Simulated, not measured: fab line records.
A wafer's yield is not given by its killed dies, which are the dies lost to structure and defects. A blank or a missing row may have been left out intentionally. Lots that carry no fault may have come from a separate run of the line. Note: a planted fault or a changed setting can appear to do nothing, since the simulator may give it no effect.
2 desks, one fault -- flow ritCmos -- each desk has only its own numbers; what lay behind them comes last

== THE TOOL OWNER'S DESK: furnace-03 ==
The tool's own readings at RIT_FOX2_OXIDATION_00 (target thk 350.7 nm, ox time 1158 s): means of the sampled wafers that have a number, for each lot that ran on this tool. If a lot's mean is further than 4 standard deviations from the usual mean, the lot is out of limits and carries the mark OUT (the distance appears in the brackets).
Columns: A = spikeTcCentreC at RIT_FOX2_OXIDATION_00, usual 1102.7 C; B = spikeTcLoadC at RIT_FOX2_OXIDATION_00, usual 1128.5 C; C = spikeTcSourceC at RIT_FOX2_OXIDATION_00, usual 1124 C; D = tubeCenterTempC at RIT_FOX2_OXIDATION_00, usual 1100 C; E = tube_center_temp_C_max at RIT_FOX2_OXIDATION_00, usual 1102.8
lot,first seen here,A,B,C,D,E
L223,day 2 18:38,1103.3,1129.9,1128,1100,1102.9
L224,day 3 00:14,1103.6,1130.6,1128,1100,1102.7
L226,day 3 11:25,1118.9 (+15) OUT,1146.5 (+9.5) OUT,1143 (+5.7) OUT,1115 (+99 or more) OUT,1118.2 (+30) OUT
L232,day 4 17:53,1117.5 (+13) OUT,1145.3 (+8.8) OUT,1144 (+5.8) OUT,1115 (+99 or more) OUT,1117.8 (+29) OUT
Finding of this desk: L226, L232 out of limits; the first was L226 at day 3 11:25, on spikeTcCentreC at RIT_FOX2_OXIDATION_00. L223, L224 stayed within limits.

== FROM THE METROLOGY DESK ==
What the gauges read, lot by lot, whatever tool the lot ran on: means of the sampled wafers that have a number. If a lot's mean is further than 4 standard deviations from the usual mean, the lot is out of limits and carries the mark OUT (the distance appears in the brackets).
Columns: A = FOX2_OXIDE_THK at RIT_FOX2_THK_MEAS_01, usual 356 nm; B = FIELD_OXIDE_LEFT_1_THK at RIT_FOX2_THK_MEAS_90, usual 329 nm; C = FIELD_OXIDE_LEFT_2_THK at RIT_FOX2_THK_MEAS_91, usual 261 nm
lot,first seen here,A,B,C
L218,day 2 00:06,357,330,262
L219,day 2 04:19,348,320,252
L220,day 2 05:43,362,334,268
L221,day 2 11:41,365,337,269
L222,day 2 17:15,365,337,271
L223,day 2 19:58,350,323,255
L224,day 3 01:34,353,325,257
L226,day 3 12:44,381,353,284
L232,day 4 19:13,377,349,280
L236,day 5 14:43,358,330,262
L239,day 6 06:46,335,308,239
L240,day 6 10:35,358,331,261
L241,day 6 14:40,346,318,250
Result from this desk: across the 13 lots, nothing is out of limits.

== PUT TOGETHER ==
An alarm could have come from the tool owner's desk at day 3 11:25, on L226, L232.
The metrology desk saw nothing out of limits.
The metrology desk holds a record of L226, L232, inside its limits.
The lots listed all ran RIT_FOX2_OXIDATION_00 on furnace-03.

== WHAT WAS PUT IN BY THE SIMULATOR ==
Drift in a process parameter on furnace-03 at RIT_FOX2_OXIDATION_00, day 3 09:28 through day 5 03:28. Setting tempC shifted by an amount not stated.
Struck lots among those shown: L226, L232.
Hours from the fault's start to each desk's first reading out of limits: the tool owner's desk, 2.
